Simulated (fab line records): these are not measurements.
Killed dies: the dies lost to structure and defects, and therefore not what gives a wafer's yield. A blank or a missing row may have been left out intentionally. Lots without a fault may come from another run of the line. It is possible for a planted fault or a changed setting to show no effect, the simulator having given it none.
Problem report in the 8D (eight disciplines) form, filled by code	flow berkeley cmos170	the parts of the form that need people (team, actions taken, sign-off) are left out

## 1. WHAT WENT WRONG
Mean of cd nm at UCB170_CONTACT_CD_MEAS_15: 665.7 nm across 6 wafers in 2 lots; on wafers with no fault it is 699.6 nm (standard deviation 1.5). That is -23 standard deviations from the usual mean.
The step: target cd 700 nm.
First seen on wafer L623.1, day 11 00:31, on cd sem-02. The record holds 42 wafers of 14 lots with a number at this step. Rule for "out" (also "out of limits"): further than 4 standard deviations from the usual mean. The other wafers with a number count as sound.

## 2. WHAT IT IS, AND WHAT IT ISN'T
question	is	is not
which readings at this step	cd nm	-
which lots	L620, L623	L608, L609, L610, L611, L612, L613, L614, L616, L626, L627, L628, L630
which wafers of those lots	all that have a number	-
read on which gauges	cd sem-01, cd sem-02	-
when	from day 11 00:31	up to then (24 sound wafers); but 12 sound wafers of L626, L627, L628, L630 came after

## 3. WHAT RULES OUT EACH SUSPECT
Counting: a tool at a process step up to the reading stays a suspect if it ran every lot that is out and no sound lot after the first of them.
- the gauge at UCB170_CONTACT_CD_MEAS_15: ruled out. Those wafers that are out were read across 2 gauges (cd sem-01, cd sem-02).
- litho track-01 at UCB170_CONTACT_PEB_13: kept. Every lot that is out went through it, starting with L623 (day 11 00:14), and after that it ran no sound lot; the last sound lot it ran before then is L614 (day 9 18:01). Out on those wafers are its own readings of heater power total W, plate temp C.
Remaining after the count: litho track-01 at UCB170_CONTACT_PEB_13.

## 4. THE CAUSE (what the simulator had put in)
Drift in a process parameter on litho track-01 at UCB170_CONTACT_PEB_13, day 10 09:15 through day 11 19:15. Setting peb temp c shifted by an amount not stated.
The count eliminated every tool but this one.

## 5. THE EFFECT CHAIN, in route order
One row per reading whose mean, taken over the struck wafers that have a number, lies over 3 standard deviations from the usual. Only readings for which the record gives a usual standard deviation are gone through. hours: the time from each lot's start at the first step in this table that gives one to its start at this step, as a median over the lots. sigmas: the change in usual standard deviations.
hours	step	reading	usual	on struck wafers	change	sigmas
0	UCB170_CONTACT_PEB_13	heater power total W	56.80 W	54.29	-2.51	-53
0	UCB170_CONTACT_PEB_13	plate temp C	130.01 C	125.61	-4.40	-34
0	UCB170_CONTACT_CD_MEAS_15	cd nm	699.6 nm	665.7	-33.9	-23
Process steps it contains:
- UCB170_CONTACT_PEB_13
Later steps that measure or inspect, where all struck wafers having a row at the step show a number for every such reading and not one has moved that far: UCB170_M1_THK_MEAS_02.

## 6. HOW IT WOULD HAVE BEEN CAUGHT EARLIER
Counted from the fault's start at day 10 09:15, it took 15 hours until the first out-of-limits reading at a measuring or inspecting step in this record, taken at day 11 00:31.
The tool's own readings at UCB170_CONTACT_PEB_13 were out on every struck wafer that the step has a row for (heater power total W, plate temp C): an alarm limit on them would have fired on the first of those.
Lots out: 2; all had begun UCB170_CONTACT_PEB_13 on litho track-01 by day 11 00:31. Tool hold at that time: it would have spared none of them.
